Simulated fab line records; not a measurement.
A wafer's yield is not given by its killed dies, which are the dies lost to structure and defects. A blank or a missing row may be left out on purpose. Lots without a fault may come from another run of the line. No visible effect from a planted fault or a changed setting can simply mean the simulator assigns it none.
What tool caused it? :: flow berkeley-cmos170 :: 42 wafers from 14 lots sampled at 2 of the route's 331 steps

== WHAT THE GAUGES READ, wafer by wafer ==
UCB170_PVT_OVL_MEAS_06.
lot: L754
measured: day 6 02:22
on: overlay-01
PVT_OVL (nm): 0 7 1

lot: L755
measured: day 6 10:18
on: overlay-01
PVT_OVL (nm): 6 8 11

lot: L757
measured: day 7 06:13
on: overlay-01
PVT_OVL (nm): 0 3 7

lot: L758
measured: day 7 06:29
on: overlay-01
PVT_OVL (nm): -1 -5 -5

lot: L761
measured: day 7 18:46
on: overlay-01
PVT_OVL (nm): -8 -5 -2

lot: L759
measured: day 7 19:25
on: overlay-01
PVT_OVL (nm): 5 6 6

lot: L762
measured: day 7 19:42
on: overlay-01
PVT_OVL (nm): 11 11 9

lot: L760
measured: day 7 19:49
on: overlay-02
PVT_OVL (nm): -4 0 -7

lot: L763
measured: day 9 04:15
on: overlay-02
PVT_OVL (nm): 14 9 12

lot: L766
measured: day 9 04:25
on: overlay-02
PVT_OVL (nm): 3 7 7

lot: L772
measured: day 10 21:25
on: overlay-01
PVT_OVL (nm): 3 4 -3

lot: L773
measured: day 10 21:58
on: overlay-01
PVT_OVL (nm): 2 12 2

lot: L775
measured: day 11 12:55
on: overlay-02
PVT_OVL (nm): -7 0 -5

lot: L774
measured: day 11 13:23
on: overlay-01
PVT_OVL (nm): -1 0 0

UCB170_GATE_THK_MEAS_02.
lot: L754
measured: day 6 12:33
on: film-metro-04
GATE_OXIDE_THK (nm): 6.45 6.62 6.58

lot: L755
measured: day 6 12:35
on: film-metro-03
GATE_OXIDE_THK (nm): 6.64 6.67 6.60

lot: L757
measured: day 7 12:29
on: film-metro-03
GATE_OXIDE_THK (nm): 6.60 6.70 6.62

lot: L758
measured: day 7 12:28
on: film-metro-01
GATE_OXIDE_THK (nm): 6.36 6.52 6.40

lot: L761
measured: day 7 23:22
on: film-metro-04
GATE_OXIDE_THK (nm): 6.67 6.65 6.84

lot: L759
measured: day 7 23:21
on: film-metro-01
GATE_OXIDE_THK (nm): 6.64 6.67 6.62

lot: L762
measured: day 7 23:22
on: film-metro-03
GATE_OXIDE_THK (nm): 6.57 6.50 6.57

lot: L760
measured: day 7 23:25
on: film-metro-04
GATE_OXIDE_THK (nm): 6.86 6.85 6.93

lot: L763
measured: day 9 10:17
on: film-metro-04
GATE_OXIDE_THK (nm): 6.71 6.68 6.76

lot: L766
measured: day 9 10:21
on: film-metro-04
GATE_OXIDE_THK (nm): 6.58 6.53 6.65

lot: L772
measured: day 11 03:27
on: film-metro-04
GATE_OXIDE_THK (nm): 6.55 6.57 6.62

lot: L773
measured: day 11 03:27
on: film-metro-03
GATE_OXIDE_THK (nm): 6.23 6.45 6.46

lot: L775
measured: day 11 19:08
on: film-metro-01
GATE_OXIDE_THK (nm): 6.74 6.72 6.77

lot: L774
measured: day 11 19:10
on: film-metro-04
GATE_OXIDE_THK (nm): 6.66 6.67 6.72

== WHAT TOOL EACH LOT RAN ON (gives the tool, then ch and the chambers of the sampled wafers, and finally the start) ==
The record shows no process step preceding these readings.

== WHAT THE TOOLS THEMSELVES READ (means of the sampled wafers that have a number; where no wafer has one, the mark that the record gives instead) ==
The record holds no such reading with a usual standard deviation.

== THE ANSWER, worked out from the rows above alone ==
Rule: the lots themselves supply what counts as usual. The widest of any qualifying gaps counts: lots, ordered by their means at a reading, are off when they make up no more than a third of the lots, leave a main group of 4 or more, and stand apart from it by 3 or more times the standard deviation of that group's means. If all means in a main group match to the digits the tables above print for the reading, that group is not used. Also off: a lot with no number at a reading for which 4 or more lots have one. Any other lot the step has rows for is counted as sound. First the gauges in route order, then the tools' own readings, where a lot's mean is used as printed above. At the first step where some lot is off, the reading lying furthest off is the one used; lots without a number count as furthest.
None of the lots is off at any reading shown; this tells nothing.

== WHAT WAS PUT IN BY THE SIMULATOR ==
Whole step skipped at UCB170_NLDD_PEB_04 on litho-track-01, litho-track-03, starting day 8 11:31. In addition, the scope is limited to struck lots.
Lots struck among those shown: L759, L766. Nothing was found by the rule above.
